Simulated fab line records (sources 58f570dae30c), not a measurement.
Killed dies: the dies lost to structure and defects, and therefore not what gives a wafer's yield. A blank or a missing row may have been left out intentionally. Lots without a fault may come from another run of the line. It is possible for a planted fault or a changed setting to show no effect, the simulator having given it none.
Problem report in the 8D (eight disciplines) form, filled by code ; flow berkeley-cmos170 ; the parts of the form that need people (team, actions taken, sign-off) are left out

1. THE ISSUE
Wafers without a fault read 1199.8 nm, standard deviation 1.5; cd-nm at UCB170_NSD_CD_MEAS_06 reads a mean of 1208.3 nm on 6 wafers belonging to 2 lots. Measured from the usual mean, that is +5.6 standard deviations.
The step: target cd 1200 nm.
The first sign was on wafer L986.1 at day 9 17:04, on cd-sem-02. At this step, 42 wafers from 14 lots have a number in the record. Rule for "out", or "out of limits": more than 4 standard deviations from the usual mean. Any other wafer with a number is counted as sound.

2. WHAT IT IS AND WHAT IT IS NOT
question;is;is not
which readings at this step;cd-nm;-
which lots;L985, L986;L975, L976, L977, L979, L980, L981, L983, L987, L990, L991, L995, L997
which wafers of those lots;all that have a number;-
read on which gauges;cd-sem-01, cd-sem-02;-
when;from day 9 17:04;"up to then (21 sound wafers); but 15 sound wafers of L987, L990, L991, L995, L997 came after"

3. WHAT RULES OUT EACH SUSPECT
Counting: any tool at a process step up to the reading is kept as a suspect provided that every lot that is out went through it and no sound lot did after the first of them.
- ruled out: the gauge at UCB170_NSD_CD_MEAS_06. The wafers that are out were read on 2 gauges (cd-sem-01, cd-sem-02).
- litho-track-03 at UCB170_NSD_PEB_04: kept. It processed each lot that is out, first L986 at day 9 16:47, and no sound lot thereafter; up to then, the last sound lot it processed was L980 at day 8 16:50.
After counting, what remains is litho-track-03 at UCB170_NSD_PEB_04.

4. THE CAUSE (what the simulator had put in)
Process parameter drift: litho-track-03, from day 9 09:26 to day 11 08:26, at UCB170_NSD_PEB_04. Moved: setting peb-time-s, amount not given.
Counting left only this tool.

5. THE EFFECT CHAIN, in route order
One row per reading whose mean, taken over the struck wafers that have a number, lies over 3 standard deviations from the usual. Only readings whose record carries a usual standard deviation are examined. hours: median over the lots of the time between each lot's start at the first step of this table that gives one and its start at this step. sigmas: the change, counted in usual standard deviations.
hours;step;reading;usual;on struck wafers;change;sigmas
0;UCB170_NSD_CD_MEAS_06;cd-nm;1199.8 nm;1208.3;+8.5;+5.6

6. WHAT WOULD HAVE CAUGHT IT SOONER
In this record the first reading out of limits at a measuring or inspecting step was taken at day 9 17:04, 8 hours after the fault began at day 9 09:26.
Of the tool readings at UCB170_NSD_PEB_04 for which the record gives a usual standard deviation, none was out on any struck wafer, so an alarm limit of 4 standard deviations on them would not have fired.
Lots out: 2; of these, L985 started UCB170_NSD_PEB_04 on litho-track-03 after day 9 17:04. Holding the tool at that time would have saved it.
